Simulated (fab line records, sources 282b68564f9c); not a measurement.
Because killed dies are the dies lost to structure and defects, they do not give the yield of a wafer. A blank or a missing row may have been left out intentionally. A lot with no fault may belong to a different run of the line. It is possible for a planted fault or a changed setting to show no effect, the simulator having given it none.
What tool caused it? ; flow rit cmos ; Sampling: 13 lots, 39 wafers, 2 of 202 route steps

WHAT THE GAUGES READ, wafer by wafer
RIT_ACTIVE_CD_MEAS_11: the cd target is 1400 nm.
lot;measured;on;cd nm (nm)
L789;day 1 14:29;cd sem-02;1399.7 1399.9 1398.3
L790;day 1 20:29;cd sem-02;1400.1 1399.8 1400.5
L791;day 2 00:38;cd sem-01;1399.0 1399.1 1400.0
L793;day 2 13:44;cd sem-02;1399.9 1399.6 1400.0
L797;day 3 06:37;cd sem-02;1393.7 1394.5 1395.7
L798;day 3 12:34;cd sem-02;1393.3 1394.8 1392.5
L803;day 4 13:28;cd sem-02;1401.0 1400.0 1400.7
L805;day 4 22:59;cd sem-01;1400.5 1400.6 1400.3
L808;day 5 13:31;cd sem-02;1404.0 1401.6 1401.1
L809;day 5 19:16;cd sem-02;1401.4 1401.9 1400.7
L810;day 6 00:29;cd sem-02;1394.7 1398.5 1397.5
L811;day 6 04:37;cd sem-01;1403.1 1403.8 1403.2
L812;day 6 10:22;cd sem-01;1396.2 1399.2 1399.2

WHICH TOOL RAN EACH LOT (tool, then ch and the chambers of the sampled wafers, then the start)
lot;RIT_ACTIVE_DEVELOP_10
L789;litho track-01 ch 0, day 1 14:00
L790;litho track-03 ch 0, day 1 20:00
L791;litho track-01 ch 0, day 2 00:00
L793;litho track-01 ch 0, day 2 13:00
L797;litho track-01 ch 0, day 3 06:00
L798;litho track-01 ch 0, day 3 12:00
L803;litho track-02 ch 0, day 4 13:00
L805;litho track-02 ch 0, day 4 22:00
L808;litho track-02 ch 0, day 5 13:00
L809;litho track-02 ch 0, day 5 19:00
L810;litho track-01 ch 0, day 6 00:00
L811;litho track-02 ch 0, day 6 04:00
L812;litho track-01 ch 0, day 6 10:00
- RIT_ACTIVE_DEVELOP_10: develop time 50 s.

WHAT THE TOOLS THEMSELVES READ (means of the sampled wafers that have a number; where no wafer has one, the mark that the record gives instead)
RIT_ACTIVE_DEVELOP_10.
lot;tool;developer temp C (C)
L789;litho track-01;23.12
L790;litho track-03;23.03
L791;litho track-01;22.98
L793;litho track-01;22.95
L797;litho track-01;20.68
L798;litho track-01;20.71
L803;litho track-02;23.02
L805;litho track-02;23.01
L808;litho track-02;22.97
L809;litho track-02;23.00
L810;litho track-01;23.10
L811;litho track-02;23.03
L812;litho track-01;23.08

THE ANSWER, worked out from the rows above alone
Rule: the lots themselves supply what counts as usual. The widest of any qualifying gaps counts: lots, ordered by their means at a reading, are off when they make up no more than a third of the lots, leave a main group of 4 or more, and stand apart from it by 3 or more times the standard deviation of that group's means. A main group whose means are all the same, to the digits that the tables above print for the reading, isn't used. A lot without any number at a reading at which 4 lots or more have one is off too. The other lots that the step has rows for count as sound. Order of review: gauges by route order, followed by the tools' own readings, for which a lot's mean as printed above is used. At the first step where some lot is off, the reading lying furthest off is the one used; lots without a number count as furthest.
Off: L797, L798, at RIT_ACTIVE_DEVELOP_10 (developer temp C). The main group has a mean of 23.03 C with a standard deviation of 0.052.
If a tool, at that step or one of the process steps before it, ran each lot that is off and ran no sound lot following the first of them, it fits. Of those tried, none fits.

WHAT THE SIMULATOR HAD INSERTED
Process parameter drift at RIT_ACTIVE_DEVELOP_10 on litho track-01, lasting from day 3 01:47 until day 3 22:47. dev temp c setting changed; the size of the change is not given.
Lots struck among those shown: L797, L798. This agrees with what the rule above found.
